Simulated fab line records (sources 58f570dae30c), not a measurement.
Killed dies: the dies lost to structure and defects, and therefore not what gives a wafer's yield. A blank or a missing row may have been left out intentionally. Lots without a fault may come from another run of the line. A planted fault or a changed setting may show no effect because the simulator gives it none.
Lot-split experiment | flow berkeley-cmos170 | 23 wafers read across 5 lots, on a route 331 steps long

ABOUT THE SPLIT
At UCB170_PLDD_EXPOSE_03 (exposes mask PSELECT, target cd 1200 nm), the setting dose-mj was moved away from the recipe's 30 on 8 of the 23 wafers read, by -7.2% to +7.5%. All remaining wafers had this setting at the recipe value.

FROM THE SPLIT TO THE READING: what the file shows between them, 2 steps
- UCB170_PLDD_PEB_04
- UCB170_PLDD_DEVELOP_05: develop time 45 s

THE READING
At UCB170_PLDD_CD_MEAS_06: cd-nm in nanometres, against a target cd of 1200 nm. On this fab line, fault-free wafers typically give 1199.1 nm with a standard deviation of 1.4 nm.

wafer  | tool, chamber at the split | dose-mj as run | against the recipe | cd-nm, nm | against lot-mates on the recipe
L074.1 | krf-scanner-01, 0          | 30             | recipe             | 1202.6    | -
L074.2 | krf-scanner-01, 0          | 27.84          | -7.2%              | 1188.1    | -14.4
L074.3 | krf-scanner-01, 0          | 30             | recipe             | 1202.4    | -
L074.4 | krf-scanner-01, 0          | 27.84          | -7.2%              | 1190.3    | -12.2
L074.6 | krf-scanner-01, 0          | 27.84          | -7.2%              | 1189.1    | -13.4
L079.1 | krf-scanner-01, 0          | 32.25          | +7.5%              | 1210.0    | +10.8
L079.2 | krf-scanner-01, 0          | 30             | recipe             | 1199.3    | -
L079.3 | krf-scanner-01, 0          | 32.25          | +7.5%              | 1211.5    | +12.3
L079.5 | krf-scanner-01, 0          | 30             | recipe             | 1199.1    | -
L079.6 | krf-scanner-01, 0          | 32.25          | +7.5%              | 1211.6    | +12.4
L081.1 | krf-scanner-02, 0          | 30             | recipe             | 1198.0    | -
L081.2 | krf-scanner-02, 0          | 30             | recipe             | 1197.2    | -
L081.3 | krf-scanner-02, 0          | 29.17          | -2.8%              | 1192.4    | -5.8
L081.5 | krf-scanner-02, 0          | 30             | recipe             | 1199.3    | -
L081.6 | krf-scanner-02, 0          | 29.17          | -2.8%              | 1193.7    | -4.5
L083.2 | krf-scanner-01, 0          | 30             | recipe             | 1199.0    | -
L083.3 | krf-scanner-01, 0          | 30             | recipe             | 1197.0    | -
L083.4 | krf-scanner-01, 0          | 30             | recipe             | 1199.4    | -
L083.5 | krf-scanner-01, 0          | 30             | recipe             | 1197.7    | -
L083.6 | krf-scanner-01, 0          | 30             | recipe             | 1199.7    | -
L085.4 | krf-scanner-01, 0          | 30             | recipe             | 1200.4    | -
L085.5 | krf-scanner-01, 0          | 30             | recipe             | 1198.9    | -
L085.6 | krf-scanner-01, 0          | 30             | recipe             | 1199.3    | -

FIT RESULTS
A straight line over all 23 wafers: cd-nm changes by +1.52 nm for each +1% of dose-mj; r = +0.97; the points scatter about the line by 1.6 nm.
The same after taking each lot's own level away (the mean of its wafers on the recipe; 23 wafers): +1.71 nm for each +1%; r = +0.99; scatter 0.93 nm.
That fit puts the effect of the largest move of dose-mj on the reading at 13 nm.
The lots' own levels span 1198.17 to 1202.50 nm, that is 3.1 times the standard deviation above.
So the lot-to-lot level changes the slope: the two fits differ.
Check: +13 nm against its lot-mates is what the line predicts for one of the wafers moved furthest among these (+7.5%) when that wafer is left out of the fit. Against them it came out at +10.8 nm.

THE FILE'S OWN FIT
cd-nm changes by +1.72 nm for each +1% of dose-mj, r = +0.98.
